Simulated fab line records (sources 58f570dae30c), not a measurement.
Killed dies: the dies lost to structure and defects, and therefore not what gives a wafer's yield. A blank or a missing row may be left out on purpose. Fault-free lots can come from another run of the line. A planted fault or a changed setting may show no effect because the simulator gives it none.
Split-lot experiment | flow berkeleyCmos170 | 23 wafers read from 5 lots, route of 331 steps

## SPLIT DETAILS
At UCB170_NWELL_IMPLANT_14, the setting energyKev was moved away from the recipe's 150 on 9 of the 23 wafers read, by +2.3% to +4.7%. For the rest of the wafers, this setting stayed at what the recipe calls for.

The reading is taken at the split's own step.

## THE READING
implant.drpNm (the simulator's own value, which no gauge read), in nm, at UCB170_NWELL_IMPLANT_14. The file does not state a usual value for it.

wafer  | tool, chamber at the split | energyKev as run | against the recipe | implant.drpNm, nm | against lot-mates on the recipe
L077.1 | implanter-02, 0            | 150              | recipe             | 62.72             | -
L077.5 | implanter-02, 0            | 150              | recipe             | 62.72             | -
L077.2 | implanter-02, 0            | 157              | +4.7%              | 64.9              | +2.18
L077.3 | implanter-02, 0            | 157              | +4.7%              | 64.9              | +2.18
L077.6 | implanter-02, 0            | 157              | +4.7%              | 64.9              | +2.18
L079.1 | implanter-04, 0            | 156.1            | +4.1%              | 64.63             | +1.91
L079.2 | implanter-04, 0            | 156.1            | +4.1%              | 64.63             | +1.91
L079.5 | implanter-04, 0            | 156.1            | +4.1%              | 64.63             | +1.91
L079.3 | implanter-04, 0            | 150              | recipe             | 62.72             | -
L079.6 | implanter-04, 0            | 150              | recipe             | 62.72             | -
L080.1 | implanter-03, 0            | 153.5            | +2.3%              | 63.83             | +1.11
L080.3 | implanter-03, 0            | 153.5            | +2.3%              | 63.83             | +1.11
L080.5 | implanter-03, 0            | 153.5            | +2.3%              | 63.83             | +1.11
L080.2 | implanter-03, 0            | 150              | recipe             | 62.72             | -
L080.6 | implanter-03, 0            | 150              | recipe             | 62.72             | -
L084.1 | implanter-03, 0            | 150              | recipe             | 62.72             | -
L084.3 | implanter-03, 0            | 150              | recipe             | 62.72             | -
L084.4 | implanter-03, 0            | 150              | recipe             | 62.72             | -
L084.5 | implanter-03, 0            | 150              | recipe             | 62.72             | -
L084.6 | implanter-03, 0            | 150              | recipe             | 62.72             | -
L085.2 | implanter-03, 0            | 150              | recipe             | 62.72             | -
L085.5 | implanter-03, 0            | 150              | recipe             | 62.72             | -
L085.6 | implanter-03, 0            | 150              | recipe             | 62.72             | -

THE FIT
A straight line over all 23 wafers: implant.drpNm changes by +0.469 nm for each +1% of energyKev; r = +1.00; the points scatter about the line by 0.0067 nm.
The same after taking each lot's own level away (the mean of its wafers on the recipe; 23 wafers): +0.469 nm for each +1%; r = +1.00; scatter 0.0067 nm.
According to that fit, moving energyKev by its largest amount changes the reading by 2.2 nm.
The lots' own levels span 62.720 to 62.720 nm.
Consequently the slope shifts little with the lot-to-lot level, the two slopes agreeing.
Check: with one of the wafers moved furthest among these (+4.7%) left out of the fit, the line predicts +2.19 nm for it against its lot-mates. Against them it came out at +2.18 nm.

## OTHER SPLITS ON THESE WAFERS
Before the reading, these wafers also passed through other splits. Each is held against what the fit with the lots' levels taken away leaves over:
other split on the same wafers    | wafers away from the commonest value | r with implant.drpNm (lot level and that fit taken away)
UCB170_START_OXIDATION_02 oxTimeS | 15                                   | -0.48
UCB170_NWELL_COAT_07 spinRpm      | 10                                   | -0.01

## THE WHOLE CHAIN: every reading that the file lists as answering this split, in the file's order
step                    | what it does | reading                                                        | change (the file's fit)               | r (the file's)
UCB170_NWELL_IMPLANT_14 |              | implant.rpNm (the simulator's own value, which no gauge read)  | +1.9 nm for each +1% of the setting   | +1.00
UCB170_NWELL_IMPLANT_14 |              | implant.drpNm (the simulator's own value, which no gauge read) | +0.468 nm for each +1% of the setting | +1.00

## THE FILE'S OWN FIT
implant.drpNm changes by +0.468 nm for each +1% of energyKev, r = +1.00.
